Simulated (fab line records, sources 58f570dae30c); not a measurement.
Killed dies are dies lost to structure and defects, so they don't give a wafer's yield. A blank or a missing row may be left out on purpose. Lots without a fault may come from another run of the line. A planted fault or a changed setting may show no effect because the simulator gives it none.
Chamber matching | flow berkeley_cmos170 | UCB170_GATE_ETCH_15 on rie_si-02: 4 sister chambers
The step etches poly-Si in HBr/Cl2, stops on SiO2, time 56.3 s, target depth 278.2 nm. 14 wafers are shown with their chamber, then 7 later ones without.

WAFERS WITH THEIR CHAMBER
wafer  | chamber | throttle_valve_pct (%) | he_backside_leak_sccm (sccm) | oes_product_au (a.u.)
L479.3 | 1       | 26.04                  | 3.2                          | 0.840
L479.4 | 3       | 26.37                  | 2.8                          | 0.836
L479.6 | 3       | 26.35                  | 2.7                          | 0.826
L489.2 | 2       | 26.56                  | 2.6                          | 0.844
L489.3 | 0       | 26.38                  | 3.2                          | 0.830
L489.4 | 1       | 26.05                  | 3.3                          | 0.836
L491.4 | 0       | 26.37                  | 3.1                          | 0.825
L491.5 | 2       | 26.56                  | 2.5                          | 0.831
L491.6 | 1       | 26.05                  | 3.0                          | 0.835
L496.3 | 3       | 26.37                  | 2.8                          | 0.809
L496.4 | 1       | 26.21                  | 3.0                          | 0.814
L496.6 | 0       | 26.38                  | 3.3                          | 0.815
L498.3 | 1       | 26.23                  | 2.9                          | 0.828
L498.4 | 2       | 26.57                  | 2.4                          | 0.847

SIGNATURES (means of the wafers above)
reading               | chamber 0 | chamber 1 | chamber 2 | chamber 3 | scatter within a chamber
throttle_valve_pct    | 26.3767   | 26.1160   | 26.5633   | 26.3633   | 0.0606
he_backside_leak_sccm | 3.200     | 3.080     | 2.500     | 2.767     | 0.124
oes_product_au        | 0.82333   | 0.83060   | 0.84067   | 0.82367   | 0.0103
Rule: a wafer's distance from a chamber is the root of the sum, over the readings, of the square of ((its reading less the chamber's mean) divided by the reading's scatter). The wafer belongs to the nearest chamber; if the next one is less than 2 further off, it can't be placed. The scatter: the root of (the sum of the squares of (reading less its chamber's mean) over the shown wafers, divided by (wafers less chambers)).

WAFERS WITHOUT THEIR CHAMBER
wafer  | throttle_valve_pct (%) | he_backside_leak_sccm (sccm) | oes_product_au (a.u.)
L498.6 | 26.23                  | 2.9                          | 0.837
L500.1 | 26.58                  | 2.4                          | 0.845
L500.2 | 26.22                  | 3.1                          | 0.830
L500.4 | 26.57                  | 2.4                          | 0.853
L502.2 | 26.23                  | 3.1                          | 0.826
L502.4 | 26.56                  | 2.4                          | 0.845
L502.6 | 26.23                  | 3.2                          | 0.826

WHICH CHAMBER EACH WENT THROUGH
wafer  | from the rows above          | in truth
L498.6 | can't be placed: 1 or 3 or 0 | 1
L500.1 | 2                            | 2
L500.2 | can't be placed: 1 or 0 or 3 | 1
L500.4 | 2                            | 2
L502.2 | can't be placed: 1 or 0 or 3 | 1
L502.4 | 2                            | 2
L502.6 | can't be placed: 1 or 0 or 3 | 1
Placed correctly: 3 of 7. Can't be placed from these rows: 4 (the true chamber is among the candidates in 4). Placed wrongly: 0.
